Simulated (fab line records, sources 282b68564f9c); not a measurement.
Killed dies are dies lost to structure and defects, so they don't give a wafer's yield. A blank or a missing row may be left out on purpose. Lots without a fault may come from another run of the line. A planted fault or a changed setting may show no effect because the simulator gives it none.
Which tool did it? | flow rit_cmos | 6 lots, 18 wafers sampled, at 2 steps of a route of 202

WHAT THE GAUGES READ, wafer by wafer
RIT_NRETRO_OVL_MEAS_06.
lot  | measured    | on         | NRETRO_OVL (nm)
L322 | day 2 15:28 | overlay-01 | -1.6 -0.2 -1.0
L324 | day 3 01:02 | overlay-01 | 0.6 -1.0 0.9
L326 | day 3 11:54 | overlay-02 | -1.7 0.0 -1.2
L335 | day 5 08:09 | overlay-01 | -0.9 0.5 -0.3
L339 | day 6 07:56 | overlay-01 | -1.7 -2.1 -1.6
L341 | day 6 19:38 | overlay-02 | -2.8 -3.4 -3.4

WHICH TOOL RAN EACH LOT (tool, then ch and the chambers of the sampled wafers, then the start)
lot  | RIT_NRETRO_EXPOSE_03
L322 | iline_stepper-01 ch 0, day 2 15:02
L324 | iline_stepper-02 ch 0, day 3 00:37
L326 | iline_stepper-02 ch 0, day 3 11:28
L335 | iline_stepper-02 ch 0, day 5 07:43
L339 | iline_stepper-01 ch 0, day 6 07:32
L341 | iline_stepper-02 ch 0, day 6 19:14
- RIT_NRETRO_EXPOSE_03: exposes mask M4, target cd 43900 nm.

THE ANSWER, worked out from the rows above alone
Rule: what is usual is taken from the lots themselves. Put in order of their means at a reading, lots are off if they are a third of the lots or fewer, leave a main group of 4 or more, and stand apart from it by a gap of 3 or more times the standard deviation of the main group's means; of several such gaps the widest counts. A main group whose means are all the same, to the digits that the tables above print for the reading, isn't used. A lot without any number at a reading at which 4 lots or more have one is off too. The other lots that the step has rows for count as sound.
No lot is off at any reading shown: from this, nothing can be told.

WHAT THE SIMULATOR HAD PUT IN
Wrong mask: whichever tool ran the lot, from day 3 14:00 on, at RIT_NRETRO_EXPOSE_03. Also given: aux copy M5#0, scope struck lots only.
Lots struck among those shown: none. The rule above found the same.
